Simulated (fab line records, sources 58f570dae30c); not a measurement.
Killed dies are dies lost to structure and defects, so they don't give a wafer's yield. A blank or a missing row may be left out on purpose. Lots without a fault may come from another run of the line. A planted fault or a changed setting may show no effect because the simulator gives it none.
A struck lot beside a sound one | flow berkeley_cmos170 | 31 steps out of a route of 331
Sound: wafers L668.2, L668.4, L668.5. Struck: wafers L676.2, L676.5, L676.6. The cause comes at the end.
At each step with rows: each side's tool, then ch and its chambers, then its first start. Under that, the readings that differ: sound wafers | struck wafers | difference of the means | sigmas: that difference in standard deviations of wafers without a fault.
alike: readings whose means differ by less than 2 such deviations, and words and numbers that are the same on both sides. not compared: withheld readings, readings that some wafer has no value for, bounds like >300 that may hide the same value, and numbers for which the record gives no deviation and whose values overlap.
The two part at a step that has a row with sigmas, a row that says differs or no value, or rows on one side only. Numbers that don't overlap but have no deviation are shown without sigmas and don't part them. A reading that every wafer of one side lacks parts them only if that side has two wafers or more.

first, 6 steps without rows for these wafers: UCB170_V2_HMDS_06 (prime time 60 s); UCB170_V2_COAT_07 (resist thk 900 nm); UCB170_V2_SOFTBAKE_08 (time 60 s); UCB170_V2_EXPOSE_09 (exposes mask VIA2, target cd 700 nm); UCB170_V2_PEB_10; UCB170_V2_DEVELOP_11 (develop time 45 s).
UCB170_V2_CD_MEAS_12: target cd 700 nm.
  sound on cd_sem-01, day 8 11:40; struck on cd_sem-02, day 10 07:47
  alike: cd_nm
UCB170_V2_OVL_MEAS_13:
  sound on overlay-01, day 8 11:46; struck on overlay-02, day 10 07:53
  alike: V2_OVL
UCB170_V2_ETCH_14: etches SiO2 in CHF3/CF4/Ar, stops on Al, target depth 1250 nm, time 291 s.
  sound on rie_diel-04 ch 0,1,2, day 8 11:47; struck on rie_diel-02 ch 1,2, day 10 07:55
  alike: CHF3_flow_sccm, drypump_motor_current_A, oes_product_au, throttle_valve_pct
  not compared: rf_hours_counter_h
UCB170_V2_STRIP_15: strips in O2.
  sound on plasma_asher-04 ch 0,1, day 8 11:58; struck on plasma_asher-04 ch 0,1, day 10 08:05
  alike: drypump_motor_current_A, oes_product_au, strip_time_to_endpoint_s
  not compared: rf_hours_counter_h
UCB170_V2_CD_MEAS_90: target cd 700 nm.
  sound on cd_sem-02, day 8 12:05; struck on cd_sem-02, day 10 08:13
  reading    | sound             | struck            | difference | sigmas
  cd_nm (nm) | 700.6 700.7 701.2 | 698.6 697.1 697.1 | -3.2       | -2
then, 1 step without rows for these wafers: UCB170_M3_PRE_CLEAN_00 (preclean etch time 60 s).
UCB170_M3_SPUTTER_01: material Al, target thk 900 nm, time 120 s.
  sound on pvd_sputter-03, day 8 12:16; struck on pvd_sputter-03, day 10 08:23
  reading                               | sound           | struck         | difference | sigmas
  model.Al_of_M3_SPUTTER_01.thk_nm (nm) | 914.7 903.9 904 | 1297 1302 1293 | +390       |
  alike: throttle_valve_pct
UCB170_M3_RS_MEAS_02: measures by four-point-probe.
  sound on film_metro-03, day 8 12:22; struck on film_metro-04, day 10 08:29
  reading           | sound                | struck               | difference | sigmas
  M3_AL_RS (ohm/sq) | 0.0316 0.0320 0.0319 | 0.0222 0.0222 0.0223 | -0.0096    | -28
UCB170_M3_THK_MEAS_03: measures by xrf.
  sound on film_metro-03, day 8 12:28; struck on film_metro-04, day 10 08:35
  reading        | sound       | struck         | difference | sigmas
  M3_AL_THK (nm) | 903 891 892 | 1252 1256 1254 | +359       | +33
then, 3 steps without rows for these wafers: UCB170_M3_HMDS_04 (prime time 60 s); UCB170_M3_COAT_05 (resist thk 900 nm); UCB170_M3_SOFTBAKE_06 (time 60 s).
UCB170_M3_STRIP_07: strips in O2.
  sound on plasma_asher-03 ch 0,1, day 8 13:06; struck on plasma_asher-02 ch 0,1, day 10 10:14
  alike: drypump_motor_current_A, oes_product_au, strip_time_to_endpoint_s
  not compared: rf_hours_counter_h
then, 7 steps without rows for these wafers: UCB170_M3_STRIP_08 (strips KrF in DMSO, time 600 s); UCB170_M3_COAT_09; UCB170_M3_COAT_10 (resist thk 900 nm); UCB170_M3_SOFTBAKE_11 (time 60 s); UCB170_M3_EXPOSE_12 (exposes mask METAL3, target cd 700 nm); UCB170_M3_PEB_13; UCB170_M3_DEVELOP_14 (develop time 45 s).
UCB170_M3_CD_MEAS_15: target cd 700 nm.
  sound on cd_sem-02, day 8 14:22; struck on cd_sem-02, day 10 12:02
  alike: cd_nm
UCB170_M3_OVL_MEAS_16:
  sound on overlay-02, day 8 14:28; struck on overlay-02, day 10 12:09
  alike: M3_OVL
UCB170_M3_ETCH_17: etches BARC in N2/H2.
  sound on rie_diel-03 ch 0,1,2, day 8 14:30; struck on rie_diel-03 ch 1,2, day 10 12:11
  alike: drypump_motor_current_A, h2_flow_sccm, n2_flow_sccm, oes_product_au, throttle_valve_pct
UCB170_M3_METAL_ETCH_18: etches Al in Cl2/BCl3, stops on SiO2, target depth 1170 nm, time 195 s.
  sound on rie_metal-03 ch 0,1, day 8 14:32; struck on rie_metal-01 ch 0,1, day 10 12:13
  reading               | sound             | struck            | difference | sigmas
  oes_product_au (a.u.) | 0.856 0.847 0.834 | 1.006 1.006 1.014 | +0.163     | +11
  alike: drypump_motor_current_A, throttle_valve_pct
  not compared: rf_hours_counter_h
UCB170_M3_STRIP_19: strips in O2.
  sound on plasma_asher-03 ch 0, day 8 14:44; struck on plasma_asher-01 ch 0,1, day 10 12:25
  alike: drypump_motor_current_A, oes_product_au
  not compared: rf_hours_counter_h

WHERE THEY PART
First at UCB170_V2_CD_MEAS_90; last, within this record, at UCB170_M3_METAL_ETCH_18. Later steps at which nothing parts them and some readings are alike: UCB170_M3_STRIP_19.

WHY: what the simulator had put in
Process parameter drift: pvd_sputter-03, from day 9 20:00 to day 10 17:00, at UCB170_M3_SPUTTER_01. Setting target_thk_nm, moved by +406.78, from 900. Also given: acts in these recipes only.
